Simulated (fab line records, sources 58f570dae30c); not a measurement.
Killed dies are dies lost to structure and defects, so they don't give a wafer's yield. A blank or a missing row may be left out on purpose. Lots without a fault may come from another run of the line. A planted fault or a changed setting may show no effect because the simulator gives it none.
Problem report in the 8D (eight disciplines) form, filled by code | flow berkeley_cmos170 | the parts of the form that need people (team, actions taken, sign-off) are left out

1. THE PROBLEM
chamber_pressure_mTorr at UCB170_M3_ETCH_17 reads a mean of 36.005 mTorr on 6 wafers of 2 lots; wafers without a fault read 30.004 mTorr with a standard deviation of 0.027. That is +99 or more standard deviations from the usual mean.
The step: etches BARC in N2/H2.
First seen on wafer L138.1, day 10 08:11, on rie_diel-04. The record holds 42 wafers of 14 lots with a number at this step. Rule for "out", or "out of limits": more than 4 standard deviations from the usual mean. The other wafers with a number count as sound.

2. WHAT IT IS AND WHAT IT IS NOT
question                    | is                     | is not
which readings at this step | chamber_pressure_mTorr | bias_w, drypump_motor_current_A, oes_product_au
which lots                  | L138, L140             | L129, L130, L131, L141, L144, L145, L146, L147, L148, L149, L150, L151
which wafers of those lots  | all that have a number | -
read on which tools         | rie_diel-04            | rie_diel-02, rie_diel-03
when                        | from day 10 08:11      | up to then (9 sound wafers); but 27 sound wafers of L141, L144, L145, L146, L147, L148, L149, L150, L151 came after

3. SUSPECTS, AND WHAT RULES EACH OUT
Counting: a tool at a process step up to the reading stays a suspect if it ran every lot that is out and no sound lot after the first of them.
- cmp-02 at UCB170_V2_CMP_02 (polishes SiO2): ruled out as a lasting fault. Sound lots L141, L147, L149, L150 ran on it after its first lot that is out, L138 (day 10 01:54).
- rie_diel-04 at UCB170_M3_ETCH_17 (etches BARC in N2/H2): kept. It ran every lot that is out, first L138 (day 10 08:11), and no sound lot after that. Its own readings are out on those wafers: chamber_pressure_mTorr.
Left after counting: rie_diel-04 at UCB170_M3_ETCH_17.

4. THE CAUSE (what the simulator had put in)
Process parameter drift: rie_diel-04, from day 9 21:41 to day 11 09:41, at UCB170_M3_ETCH_17. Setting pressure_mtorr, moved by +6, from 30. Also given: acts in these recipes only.
Counting left only this tool.

5. THE CHAIN OF EFFECTS, in route order
Each row: a reading whose mean over the struck wafers that have a number lies more than 3 standard deviations from the usual. Only readings for which the record gives a usual standard deviation are gone through. hours: the time from each lot's start at the first step in this table that gives one to its start at this step, as a median over the lots. sigmas: the change in usual standard deviations.
hours | step              | reading                | usual        | on struck wafers | change | sigmas
0     | UCB170_M3_ETCH_17 | chamber_pressure_mTorr | 30.004 mTorr | 36.005           | +6.001 | +99 or more
The process steps in it:
- UCB170_M3_ETCH_17: etches BARC in N2/H2.

6. WHAT WOULD HAVE CAUGHT IT SOONER
In this record the first reading out of limits was taken at day 10 08:11, 11 hours after the fault began at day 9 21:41.
